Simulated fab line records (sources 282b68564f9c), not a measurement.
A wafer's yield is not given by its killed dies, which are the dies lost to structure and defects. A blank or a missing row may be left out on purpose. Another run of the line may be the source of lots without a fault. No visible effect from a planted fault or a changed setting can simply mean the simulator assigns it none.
Which tool was responsible? + flow rit cmos + Sampling: 14 lots, 42 wafers, 3 of 202 route steps

## WHAT EACH GAUGE READ, for each wafer
RIT_FOX2_THK_MEAS_90. Usual: for FIELD_OXIDE_LEFT_1_THK the level is 325 nm and the standard deviation is 6.4.
| lot  | measured    | on            | FIELD_OXIDE_LEFT_1_THK (nm) | flag |
|------|-------------|---------------|-----------------------------|------|
| L108 | day 1 19:19 | film metro-04 | 319 313 325                 |      |
| L109 | day 2 00:16 | film metro-04 | 331 324 328                 |      |
| L110 | day 2 06:04 | film metro-04 | 328 327 328                 |      |
| L111 | day 2 11:01 | film metro-04 | 311 314 314                 |      |
| L112 | day 2 15:24 | film metro-02 | 322 324 322                 |      |
| L114 | day 3 01:22 | film metro-02 | 316 321 325                 |      |
| L115 | day 3 06:54 | film metro-02 | 322 320 325                 |      |
| L117 | day 3 17:35 | film metro-04 | 334 332 339                 |      |
| L118 | day 3 22:02 | film metro-02 | 335 327 331                 |      |
| L119 | day 4 02:14 | film metro-02 | 325 320 324                 |      |
| L121 | day 4 12:20 | film metro-02 | 318 321 321                 |      |
| L123 | day 5 00:29 | film metro-04 | 323 328 321                 |      |
| L128 | day 6 01:50 | film metro-04 | 326 329 328                 |      |
| L131 | day 6 16:41 | film metro-01 | 326 322 324                 |      |

RIT_GATE_THK_MEAS_09. Usual: for GATE_POLY_THK the level is 249.7 nm and the standard deviation is 2.8.
| lot  | measured    | on            | GATE_POLY_THK (nm) | flag |
|------|-------------|---------------|--------------------|------|
| L108 | day 2 11:05 | film metro-02 | 246.3 246.5 247.8  |      |
| L109 | day 2 16:10 | film metro-04 | 254.5 255.2 252.5  |      |
| L110 | day 2 22:22 | film metro-04 | 248.5 247.3 249.5  |      |
| L111 | day 3 02:29 | film metro-02 | 252.8 252.6 254.5  |      |
| L112 | day 3 09:22 | film metro-04 | 248.5 250.3 248.3  |      |
| L114 | day 3 16:35 | film metro-04 | 250.0 248.5 251.0  |      |
| L115 | day 3 22:40 | film metro-04 | 249.2 247.3 248.0  |      |
| L117 | day 4 09:11 | film metro-04 | 252.2 252.4 252.5  |      |
| L118 | day 4 13:25 | film metro-04 | 251.5 251.6 251.9  |      |
| L119 | day 4 18:10 | film metro-04 | 253.1 254.7 254.6  |      |
| L121 | day 5 04:39 | film metro-01 | 262.2 261.7 261.2  | OFF  |
| L123 | day 5 17:52 | film metro-04 | 264.4 263.9 263.5  | OFF  |
| L128 | day 6 21:29 | film metro-04 | 245.7 247.7 246.4  |      |
| L131 | day 7 09:25 | film metro-04 | 251.6 252.7 251.9  |      |

## WHAT TOOL EACH LOT RAN ON (gives the tool, then ch and the chambers of the sampled wafers, and finally the start)
| lot  | RIT_GATE_CVD_08            |
|------|----------------------------|
| L108 | lpcvd-01 ch 1, day 2 09:28 |
| L109 | lpcvd-01 ch 1, day 2 14:32 |
| L110 | lpcvd-01 ch 0, day 2 20:45 |
| L111 | lpcvd-02 ch 0, day 3 00:52 |
| L112 | lpcvd-02 ch 1, day 3 05:43 |
| L114 | lpcvd-01 ch 1, day 3 14:58 |
| L115 | lpcvd-02 ch 1, day 3 21:02 |
| L117 | lpcvd-01 ch 1, day 4 07:34 |
| L118 | lpcvd-02 ch 0, day 4 11:47 |
| L119 | lpcvd-01 ch 1, day 4 16:32 |
| L121 | lpcvd-02 ch 0, day 5 03:01 |
| L123 | lpcvd-02 ch 1, day 5 16:14 |
| L128 | lpcvd-01 ch 0, day 6 19:51 |
| L131 | lpcvd-01 ch 1, day 7 07:47 |
- RIT_GATE_CVD_08: deposits poly-Si from SiH4, target thk 250 nm, time 2220 s.

## WHAT THE TOOLS THEMSELVES READ (means of the sampled wafers that have a number; where no wafer has one, the mark that the record gives instead)
RIT_GATE_CVD_08. Usual: sih4 flow sccm 100.04 sccm, standard deviation 0.29; susceptor temp C 609.99 C, standard deviation 0.29.
| lot  | tool     | sih4 flow sccm (sccm) | susceptor temp C (C) | flag |
|------|----------|-----------------------|----------------------|------|
| L108 | lpcvd-01 | 100.18                | 609.76               |      |
| L109 | lpcvd-01 | 100.00                | 610.13               |      |
| L110 | lpcvd-01 | 99.85                 | 610.03               |      |
| L111 | lpcvd-02 | 99.96                 | 610.13               |      |
| L112 | lpcvd-02 | 100.25                | 609.76               |      |
| L114 | lpcvd-01 | 100.05                | 610.32               |      |
| L115 | lpcvd-02 | 99.91                 | 610.07               |      |
| L117 | lpcvd-01 | 100.03                | 609.85               |      |
| L118 | lpcvd-02 | 100.24                | 609.98               |      |
| L119 | lpcvd-01 | 100.01                | 610.18               |      |
| L121 | lpcvd-02 | 100.29                | 609.93               |      |
| L123 | lpcvd-02 | 99.88                 | 609.76               |      |
| L128 | lpcvd-01 | 100.06                | 610.13               |      |
| L131 | lpcvd-01 | 100.28                | 610.11               |      |

## THE ANSWER, worked out from the rows above alone
Rule: lot off if the mean of its wafers having a number is beyond 3 standard deviations from the usual mean. Also off: a lot with no number at a reading for which 4 or more lots have one. The other lots that the step has rows for count as sound. First the gauges in route order, then the tools' own readings, where a lot's mean is used as printed above. At the first step where some lot is off, the reading lying furthest off is the one used; lots without a number count as furthest.
Off: L121, L123, at RIT_GATE_THK_MEAS_09 (GATE_POLY_THK).
If a tool, at a process step before that reading, ran all the lots that are off and no sound lot after the first of them, it fits. The gauges at RIT_GATE_THK_MEAS_09 are tried like those tools. One candidate fits, namely lpcvd-02 at RIT_GATE_CVD_08. A fault onset in the window from L118 (day 4 11:47, its last sound lot) to L121 (day 5 03:01, its first lot off) fits.

## WHAT THE SIMULATOR PUT IN
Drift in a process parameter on lpcvd-02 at RIT_GATE_CVD_08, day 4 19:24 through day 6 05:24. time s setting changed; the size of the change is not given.
Struck lots among those shown: L121, L123. The rule given above showed the same thing.
